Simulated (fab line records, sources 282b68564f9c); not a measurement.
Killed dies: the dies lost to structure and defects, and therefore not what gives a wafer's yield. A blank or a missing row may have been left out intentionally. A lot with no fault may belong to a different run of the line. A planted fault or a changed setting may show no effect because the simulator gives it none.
Lot-split experiment + flow rit_cmos + route with 202 steps; 5 lots, 23 wafers read

## SPLIT DETAILS
At RIT_ACTIVE_CVD_03 (deposits Si3N4 from SiH2Cl2/NH3, target thk 150 nm, time 1500 s), the setting temp_c was moved away from the recipe's 810 C on 15 of the 23 wafers read, by -2.6% to +2.9%. For the rest of the wafers, this setting stayed at what the recipe calls for.

## FROM THE SPLIT ON TO THE READING: in between, the file shows 1 step
- RIT_ACTIVE_THK_MEAS_04

## THE READING
oes_product_au, in a.u., at RIT_ACTIVE_ETCH_13 (etches Si3N4 in SF6, stops on SiO2, time 210 s, target depth 210 nm). On this fab line, fault-free wafers typically give 0.826 a.u. with a standard deviation of 0.011 a.u.

| wafer  | tool, chamber at the split | temp_c as run, C | against the recipe | oes_product_au, a.u. | against lot-mates on the recipe |
|--------|----------------------------|------------------|--------------------|----------------------|---------------------------------|
| L074.1 | -, -                       | 810              | recipe             | 0.825                | -                               |
| L074.2 | -, -                       | 810              | recipe             | 0.845                | -                               |
| L074.3 | -, -                       | 810              | recipe             | 0.831                | -                               |
| L074.5 | -, -                       | 810              | recipe             | 0.836                | -                               |
| L074.6 | -, -                       | 810              | recipe             | 0.816                | -                               |
| L080.2 | -, -                       | 803.7            | -0.8%              | 0.775                | no lot-mate on the recipe       |
| L080.3 | -, -                       | 803.7            | -0.8%              | 0.787                | no lot-mate on the recipe       |
| L080.4 | -, -                       | 803.7            | -0.8%              | 0.784                | no lot-mate on the recipe       |
| L080.5 | -, -                       | 803.7            | -0.8%              | 0.777                | no lot-mate on the recipe       |
| L080.6 | -, -                       | 803.7            | -0.8%              | 0.793                | no lot-mate on the recipe       |
| L083.1 | -, -                       | 833.6            | +2.9%              | 0.970                | no lot-mate on the recipe       |
| L083.2 | -, -                       | 833.6            | +2.9%              | 0.957                | no lot-mate on the recipe       |
| L083.3 | -, -                       | 833.6            | +2.9%              | 1.004                | no lot-mate on the recipe       |
| L083.4 | -, -                       | 833.6            | +2.9%              | 0.985                | no lot-mate on the recipe       |
| L083.6 | -, -                       | 833.6            | +2.9%              | 1.019                | no lot-mate on the recipe       |
| L084.2 | lpcvd-02, 1                | 810              | recipe             | 0.837                | -                               |
| L084.4 | lpcvd-02, 1                | 810              | recipe             | 0.848                | -                               |
| L084.5 | lpcvd-02, 1                | 810              | recipe             | 0.833                | -                               |
| L085.1 | -, -                       | 789              | -2.6%              | 0.684                | no lot-mate on the recipe       |
| L085.2 | -, -                       | 789              | -2.6%              | 0.687                | no lot-mate on the recipe       |
| L085.4 | -, -                       | 789              | -2.6%              | 0.674                | no lot-mate on the recipe       |
| L085.5 | -, -                       | 789              | -2.6%              | 0.685                | no lot-mate on the recipe       |
| L085.6 | -, -                       | 789              | -2.6%              | 0.677                | no lot-mate on the recipe       |

THE FIT
A straight line over all 23 wafers: oes_product_au changes by +0.0555 a.u. for each +1% of temp_c; r = +0.99; the points scatter about the line by 0.014 a.u.
Too few moved wafers with a lot-mate on the recipe to fit a line net of each lot's own level.

## THE WHOLE CHAIN: every reading that the file lists as answering this split, in the file's order
| step                   | what it does                                                        | reading                                                                        | change (the file's fit)                  | r (the file's) |
|------------------------|---------------------------------------------------------------------|--------------------------------------------------------------------------------|------------------------------------------|----------------|
| RIT_ACTIVE_CVD_03      | deposits Si3N4 from SiH2Cl2/NH3, target thk 150 nm, time 1500 s     | Si3N4_of_ACTIVE_CVD_03.thk_nm (the simulator's own value, which no gauge read) | +22.9 nm for each +1% of the setting     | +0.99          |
| RIT_ACTIVE_THK_MEAS_04 |                                                                     | ACTIVE_NITRIDE_THK                                                             | +23 for each +1% of the setting          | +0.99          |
| RIT_ACTIVE_ETCH_13     | etches Si3N4 in SF6, stops on SiO2, time 210 s, target depth 210 nm | oes_product_au                                                                 | +0.0555 a.u. for each +1% of the setting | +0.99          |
| RIT_ACTIVE_ETCH_13     | etches Si3N4 in SF6, stops on SiO2, time 210 s, target depth 210 nm | ACTIVE.feature_depth_nm (the simulator's own value, which no gauge read)       | +17.8 nm for each +1% of the setting     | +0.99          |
| RIT_ACTIVE_ETCH_13     | etches Si3N4 in SF6, stops on SiO2, time 210 s, target depth 210 nm | etch.depth_nm (the simulator's own value, which no gauge read)                 | +17.8 nm for each +1% of the setting     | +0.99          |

## FILE'S OWN FIT
oes_product_au changes by +0.0555 a.u. for each +1% of temp_c, r = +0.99.
